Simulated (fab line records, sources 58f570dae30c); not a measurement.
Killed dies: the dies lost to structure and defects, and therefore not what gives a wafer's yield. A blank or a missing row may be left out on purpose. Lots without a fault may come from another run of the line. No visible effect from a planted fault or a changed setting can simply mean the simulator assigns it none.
Which tool was responsible?    flow berkeley-cmos170    45 wafers from 15 lots sampled at 3 of the route's 331 steps

WHAT THE GAUGES SHOWED, per wafer
UCB170_START_BOW_MEAS_00. Usual: INCOMING_BOW gives 0 um (standard deviation 6.4).
lot   measured     on             INCOMING_BOW (um)  flag
L523  day 1 10:00  film-metro-02  -9 2 1             
L524  day 1 15:01  film-metro-02  1 3 8              
L525  day 1 20:02  film-metro-02  0 4 8              
L528  day 2 11:00  film-metro-02  8 9 -2             
L533  day 3 12:02  film-metro-03  -4 -3 -5           
L534  day 3 17:01  film-metro-03  6 4 7              
L535  day 3 22:00  film-metro-02  -9 4 -2            
L538  day 4 13:01  film-metro-03  7 5 5              
L540  day 4 23:01  film-metro-03  -7 4 0             
L541  day 5 04:02  film-metro-04  -8 5 -9            
L542  day 5 09:00  film-metro-04  -1 -11 7           
L543  day 5 14:01  film-metro-02  18 2 6             
L544  day 5 19:01  film-metro-03  7 -1 -1            
L545  day 6 00:00  film-metro-02  -4 -6 0            
L546  day 6 05:01  film-metro-04  1 3 -11            

UCB170_PVT_OVL_MEAS_06. Usual: PVT_OVL gives -3 nm (standard deviation 5.5).
lot   measured      on          PVT_OVL (nm)  flag
L523  day 6 01:11   overlay-02  -4 0 1        
L524  day 6 04:04   overlay-02  -16 0 -4      
L525  day 6 04:21   overlay-02  -3 -5 -9      
L528  day 6 21:23   overlay-01  -2 -4 -3      
L538  day 8 17:22   overlay-02  -11 -6 -12    
L540  day 9 04:11   overlay-02  -1 -5 10      
L541  day 9 04:28   overlay-02  -7 2 -10      
L542  day 9 04:02   overlay-01  -2 1 12       
L543  day 9 18:25   overlay-02  -9 2 -3       
L544  day 10 03:27  overlay-01  -1 -7 3       
L545  day 10 04:10  overlay-01  -1 -4 0       
L546  day 10 20:30  overlay-02  -1 -1 2       

EACH LOT AND THE TOOL THAT RAN IT (in order: tool; ch and the chambers of the sampled wafers; start)
lot   UCB170_PWELL_EXPOSE_10
L523  krf-scanner-01 ch 0, day 3 02:26
L524  krf-scanner-01 ch 0, day 3 13:28
L525  krf-scanner-02 ch 0, day 3 13:15
L528  krf-scanner-02 ch 0, day 4 07:29
L533  krf-scanner-01, day 5 09:44
L534  krf-scanner-02, day 5 15:14
L535  krf-scanner-01, day 5 14:59
L538  krf-scanner-01 ch 0, day 6 04:41
L540  krf-scanner-02 ch 0, day 6 14:26
L541  krf-scanner-01 ch 0, day 6 14:49
L542  krf-scanner-01 ch 0, day 6 14:39
L543  krf-scanner-02 ch 0, day 7 02:11
L544  krf-scanner-02 ch 0, day 7 14:06
L545  krf-scanner-02 ch 0, day 7 14:12
L546  krf-scanner-02 ch 0, day 8 02:23
- UCB170_PWELL_EXPOSE_10: exposes mask PWELL, target cd 3000 nm.

AS READ BY THE TOOLS THEMSELVES (means over the sampled wafers that have a number; for cases with no such wafer, the mark the record gives instead)
UCB170_PWELL_EXPOSE_10. Usual: exposure-dose-mJ-cm2 19.000, standard deviation 0.019; focus-offset-nm 0.0 nm, standard deviation 0.51.
lot   tool            exposure-dose-mJ-cm2  focus-offset-nm (nm)  flag
L523  krf-scanner-01  19.004                -0.3                  
L524  krf-scanner-01  19.002                0.5                   
L525  krf-scanner-02  18.994                -0.4                  
L528  krf-scanner-02  18.999                0.7                   
L533  krf-scanner-01  -                     -                     OFF
L534  krf-scanner-02  -                     -                     OFF
L535  krf-scanner-01  -                     -                     OFF
L538  krf-scanner-01  19.002                0.1                   
L540  krf-scanner-02  18.985                0.4                   
L541  krf-scanner-01  18.989                -0.7                  
L542  krf-scanner-01  18.983                0.1                   
L543  krf-scanner-02  19.018                -0.4                  
L544  krf-scanner-02  18.964                -0.2                  
L545  krf-scanner-02  18.996                -0.1                  
L546  krf-scanner-02  19.011                -0.2                  

THE ANSWER, worked out from the rows above alone
Rule: take the mean of a lot's wafers that have a number; if it is more than 3 standard deviations from the usual mean, the lot is off. A lot without any number at a reading at which 4 lots or more have one is off too. All remaining lots with rows at the step are treated as sound. The gauges are gone through in route order, then the tools' own readings, and for those a lot's mean is taken as printed above. At the first step where some lot is off, the reading lying furthest off is the one used; lots without a number count as furthest.
Off at UCB170_PWELL_EXPOSE_10 (exposure-dose-mJ-cm2): L533, L534, L535. Without a number there: L533, L534, L535.
If a tool, at that step or one of the process steps before it, ran each lot that is off and ran no sound lot following the first of them, it fits. No candidate that was tried fits.

WHAT THE SIMULATOR HAD INSERTED
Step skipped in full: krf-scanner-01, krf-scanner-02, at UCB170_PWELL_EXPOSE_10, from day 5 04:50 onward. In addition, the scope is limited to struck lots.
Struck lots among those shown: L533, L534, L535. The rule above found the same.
